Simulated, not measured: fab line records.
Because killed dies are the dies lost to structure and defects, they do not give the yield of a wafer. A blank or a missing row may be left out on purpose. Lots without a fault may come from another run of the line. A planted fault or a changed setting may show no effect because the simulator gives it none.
Split-lot study -- flow berkeley_cmos170 -- 23 wafers read from 5 lots, route of 331 steps

== ABOUT THE SPLIT ==
At UCB170_PFIELD_COAT_01 (resist thk 900 nm), the setting resist_thk_nm was moved away from the recipe's 900 nm on 9 of the 23 wafers read, by -5.7% to +3.8%. For the rest of the wafers, this setting stayed at what the recipe calls for.

The reading comes from the split's own step.

== THE READING ==
KrF_of_PFIELD_COAT_01.thk_nm (the simulator's own value, which no gauge read), in nm, at UCB170_PFIELD_COAT_01 (resist thk 900 nm). The file does not state a usual value for it. Here, 14 wafers ran the recipe; their average is 901.3 nm with a standard deviation of 2.2 nm.

wafer,"tool, chamber at the split","resist_thk_nm as run, nm",against the recipe,"KrF_of_PFIELD_COAT_01.thk_nm, nm",against lot-mates on the recipe
L074.1,"litho_track-01, 0",848.7,-5.7%,847.9,-54.7
L074.3,"litho_track-01, 0",900,recipe,902.8,-
L074.4,"litho_track-01, 0",900,recipe,904.4,-
L074.5,"litho_track-01, 0",900,recipe,900.5,-
L074.6,"litho_track-01, 0",848.7,-5.7%,849.6,-53.0
L076.1,"litho_track-03, 0",900,recipe,900.6,-
L076.2,"litho_track-03, 0",900,recipe,900.2,-
L076.3,"litho_track-03, 0",900,recipe,903.7,-
L079.1,"litho_track-01, 0",934.4,+3.8%,934.5,+33.1
L079.2,"litho_track-01, 0",900,recipe,901,-
L079.4,"litho_track-01, 0",934.4,+3.8%,936.3,+34.9
L079.5,"litho_track-01, 0",934.4,+3.8%,932.6,+31.2
L079.6,"litho_track-01, 0",900,recipe,901.7,-
L077.1,"litho_track-02, 0",900,recipe,903.7,-
L077.5,"litho_track-02, 0",900,recipe,903.7,-
L077.2,"litho_track-02, 0",900,recipe,901.4,-
L077.4,"litho_track-02, 0",852.5,-5.3%,852.3,-50.6
L077.6,"litho_track-02, 0",852.5,-5.3%,854,-48.9
L083.1,"litho_track-01, 0",871.9,-3.1%,872.5,-25.7
L083.2,"litho_track-01, 0",900,recipe,899.5,-
L083.3,"litho_track-01, 0",900,recipe,898.2,-
L083.5,"litho_track-01, 0",871.9,-3.1%,871,-27.2
L083.6,"litho_track-01, 0",900,recipe,896.8,-

THE FIT
A straight line over all 23 wafers: KrF_of_PFIELD_COAT_01.thk_nm changes by +9.05 nm for each +1% of resist_thk_nm; r = +1.00; the points scatter about the line by 2 nm.
The same after taking each lot's own level away (the mean of its wafers on the recipe; 23 wafers): +9.12 nm for each +1%; r = +1.00; scatter 1.7 nm.
According to that fit, moving resist_thk_nm by its largest amount changes the reading by 52 nm.
Across the lots, their own levels run from 898.17 to 902.93 nm, a range of 2.2 times the standard deviation given above.
The two slopes are in agreement: the lot-to-lot level therefore moves the slope only a little.
Check: with one of the wafers moved furthest among these (-5.7%) left out of the fit, the line predicts -51.8 nm for it against its lot-mates. Against them it came out at -54.7 nm.

== OTHER SPLITS APPLIED TO THESE WAFERS ==
Note: prior to the reading, these wafers also went through further splits. Each is held against what the fit with the lots' levels taken away leaves over:
other split on the same wafers,wafers away from the commonest value,r with KrF_of_PFIELD_COAT_01.thk_nm (lot level and that fit taken away)
UCB170_ZERO_COAT_01 resist_thk_nm,8,+0.16
UCB170_NWELL_CVD_04 time_s,10,+0.07
UCB170_NWELL_IMPLANT_14 dose_cm2,8,+0.11
UCB170_ACTIVE_COAT_08 resist_thk_nm,6,+0.08

== THE WHOLE CHAIN: every reading that the file lists as answering this split, in the file's order ==
step,what it does,reading,change (the file's fit),r (the file's)
UCB170_PFIELD_COAT_01,resist thk 900 nm,"KrF_of_PFIELD_COAT_01.thk_nm (the simulator's own value, which no gauge read)",+9.19 nm for each +1% of the setting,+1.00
UCB170_PFIELD_STRIP_08,strips in O2,strip_time_to_endpoint_s,withheld for each +1% of the setting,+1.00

== FILE'S OWN FIT ==
KrF_of_PFIELD_COAT_01.thk_nm changes by +9.19 nm for each +1% of resist_thk_nm, r = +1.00.
